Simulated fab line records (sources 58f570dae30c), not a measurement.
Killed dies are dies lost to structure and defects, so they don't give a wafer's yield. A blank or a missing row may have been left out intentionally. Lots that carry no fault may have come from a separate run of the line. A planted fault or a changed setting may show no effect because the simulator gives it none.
Chamber matching :: flow berkeley-cmos170 :: UCB170_V2_ETCH_14 on rie-diel-01 has 4 sister chambers
The step etches SiO2 in CHF3/CF4/Ar, stops on Al, target depth 1250 nm, time 300.3 s. 4 wafers are shown with their chamber, then 11 later ones without.

EACH WAFER AND ITS CHAMBER
wafer: L080.5
chamber: 0
drypump-motor-current-A (A): 6.4

wafer: L088.4
chamber: 2
drypump-motor-current-A (A): 5.9

wafer: L088.6
chamber: 1
drypump-motor-current-A (A): 5.9

wafer: L090.1
chamber: 3
drypump-motor-current-A (A): 5.0

WAFERS WITH NO CHAMBER GIVEN
wafer: L090.2
drypump-motor-current-A (A): 5.9

wafer: L090.6
drypump-motor-current-A (A): 6.4

wafer: L093.2
drypump-motor-current-A (A): 5.0

wafer: L093.4
drypump-motor-current-A (A): 6.4

wafer: L093.6
drypump-motor-current-A (A): 6.4

wafer: L095.2
drypump-motor-current-A (A): 6.5

wafer: L095.5
drypump-motor-current-A (A): 6.4

wafer: L095.6
drypump-motor-current-A (A): 5.0

wafer: L096.2
drypump-motor-current-A (A): 6.4

wafer: L096.3
drypump-motor-current-A (A): 5.9

wafer: L096.5
drypump-motor-current-A (A): 6.4

WHICH CHAMBER EACH ONE RAN IN
wafer: L090.2
from the rows above: can't be placed: 1 or 2
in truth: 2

wafer: L090.6
from the rows above: 0
in truth: 0

wafer: L093.2
from the rows above: 3
in truth: 3

wafer: L093.4
from the rows above: 0
in truth: 0

wafer: L093.6
from the rows above: 0
in truth: 0

wafer: L095.2
from the rows above: 0
in truth: 0

wafer: L095.5
from the rows above: 0
in truth: 0

wafer: L095.6
from the rows above: 3
in truth: 3

wafer: L096.2
from the rows above: 0
in truth: 0

wafer: L096.3
from the rows above: can't be placed: 1 or 2
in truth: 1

wafer: L096.5
from the rows above: 0
in truth: 0
9 of 11 placed correctly. Cannot be placed on the basis of these rows: 2; the candidates contain the true chamber in 2. 0 placed wrongly.
How it was worked out, from the rows above alone: a wafer's distance from a chamber is the root of the sum, over the readings, of the square of ((its reading less the chamber's mean) divided by the reading's scatter). If the next closest chamber is less than 2 further off than the closest, the wafer can't be placed; otherwise it belongs to the closest. For every chamber, the mean is computed from those of its wafers that are shown. The scatter (one wafer shown for each chamber): square how far every hidden wafer sits from the nearest shown wafer, average those squares and take the square root.
